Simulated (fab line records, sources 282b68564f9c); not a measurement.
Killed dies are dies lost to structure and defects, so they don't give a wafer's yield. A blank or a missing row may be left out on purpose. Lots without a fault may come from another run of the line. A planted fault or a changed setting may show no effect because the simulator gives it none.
Tool commonality check | flow rit_cmos | 12 lots, 42 wafers sampled

WHY IT WAS OPENED
At RIT_WELLDRIVE_RS_MEAS_02 the reading PWELL_RS is flagged on 2 of 12 lots. Wafers without a fault read 429.5 ohm/sq, standard deviation 1.2.
Rule: a lot is flagged when every wafer of it that has a number lies more than 4 standard deviations from that mean, or none has a number. The other lots count as sound.

lot  | measured    | on            | PWELL_RS (ohm/sq), wafer by wafer   | flag
L262 | day 2 04:24 | film_metro-03 | 429.3 429.1 429.3                   |
L263 | day 2 08:45 | film_metro-04 | 432.3 432.3 430.9                   |
L264 | day 2 14:33 | film_metro-04 | 428.7 428.7 429.7                   |
L265 | day 2 19:31 | film_metro-04 | 429.1 428.7 428.4                   |
L266 | day 3 00:32 | film_metro-03 | 429.1 429.4 429.0                   |
L267 | day 3 05:34 | film_metro-04 | 429.1 428.9 429.8                   |
L268 | day 3 09:51 | film_metro-02 | 430.9 430.1 430.4                   |
L269 | day 3 15:25 | film_metro-02 | 429.6 431.0 431.1                   |
L273 | day 4 18:58 | film_metro-04 | 442.6 442.4 442.0 442.8 442.3 442.2 | FLAGGED
L274 | day 5 07:02 | film_metro-03 | 441.5 444.3 442.4 442.7 443.1 442.1 | FLAGGED
L283 | day 6 15:49 | film_metro-02 | 429.1 431.1 429.8                   |
L285 | day 7 01:23 | film_metro-03 | 430.0 430.2 430.4                   |
The numbers of the flagged lots are 442.5 ohm/sq on average: +13.0 ohm/sq against the usual, or +11 standard deviations.

WHICH TOOL RAN EACH LOT
The record holds 1 process step before the reading, out of a route of 202 steps. In each cell: the tool, then ch and the chambers that the sampled wafers went through, then the start.
lot  | flag    | RIT_PWELL_IMPLANT_08
L262 |         | implanter-01 ch 0, day 1 22:08
L263 |         | implanter-04 ch 0, day 2 03:10
L264 |         | implanter-01 ch 0, day 2 08:58
L265 |         | implanter-01 ch 0, day 2 13:55
L266 |         | implanter-04 ch 0, day 2 18:19
L267 |         | implanter-01 ch 0, day 2 23:37
L268 |         | implanter-01 ch 0, day 3 04:16
L269 |         | implanter-01 ch 0, day 3 09:50
L273 | FLAGGED | implanter-02 ch 0, day 4 05:44
L274 | FLAGGED | implanter-02 ch 0, day 4 10:50
L283 |         | implanter-04 ch 0, day 6 09:12
L285 |         | implanter-01 ch 0, day 6 19:29
What these steps do:
- RIT_PWELL_IMPLANT_08
- RIT_WELLDRIVE_RS_MEAS_02: measures by four-point-probe.

FLAGGED OVER TOTAL, TOOL BY TOOL (the gauges that took the reading come last)
step                     | tool          | lots run | flagged | share of the flagged lots | sound lots run after its first flagged lot
RIT_PWELL_IMPLANT_08     | implanter-01  | 7        | 0       | none                      | -
RIT_PWELL_IMPLANT_08     | implanter-02  | 2        | 2       | all                       | 0
RIT_PWELL_IMPLANT_08     | implanter-04  | 3        | 0       | none                      | -
RIT_WELLDRIVE_RS_MEAS_02 | film_metro-02 | 3        | 0       | none                      | -
RIT_WELLDRIVE_RS_MEAS_02 | film_metro-03 | 4        | 1       | some                      | 1 (L285)
RIT_WELLDRIVE_RS_MEAS_02 | film_metro-04 | 5        | 1       | some                      | 0

WHAT THE TABLE ALLOWS
1 row of the table ran every flagged lot: implanter-02 at RIT_PWELL_IMPLANT_08.
- implanter-02 at RIT_PWELL_IMPLANT_08: 2 of its 2 lots flagged. It ran no sound lot before its first flagged lot in this sample, so the start can't be narrowed down. Its own readings lie more than 4 standard deviations out on every wafer of the flagged lots: beam_energy_keV.
One tool is left: implanter-02 at RIT_PWELL_IMPLANT_08.

WHAT THE SIMULATOR HAD PUT IN
Process parameter drift: implanter-02, from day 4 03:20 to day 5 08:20, at RIT_PWELL_IMPLANT_08. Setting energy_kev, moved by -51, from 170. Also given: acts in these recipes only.
Lots struck among those shown: L273, L274. The rule above found the same.
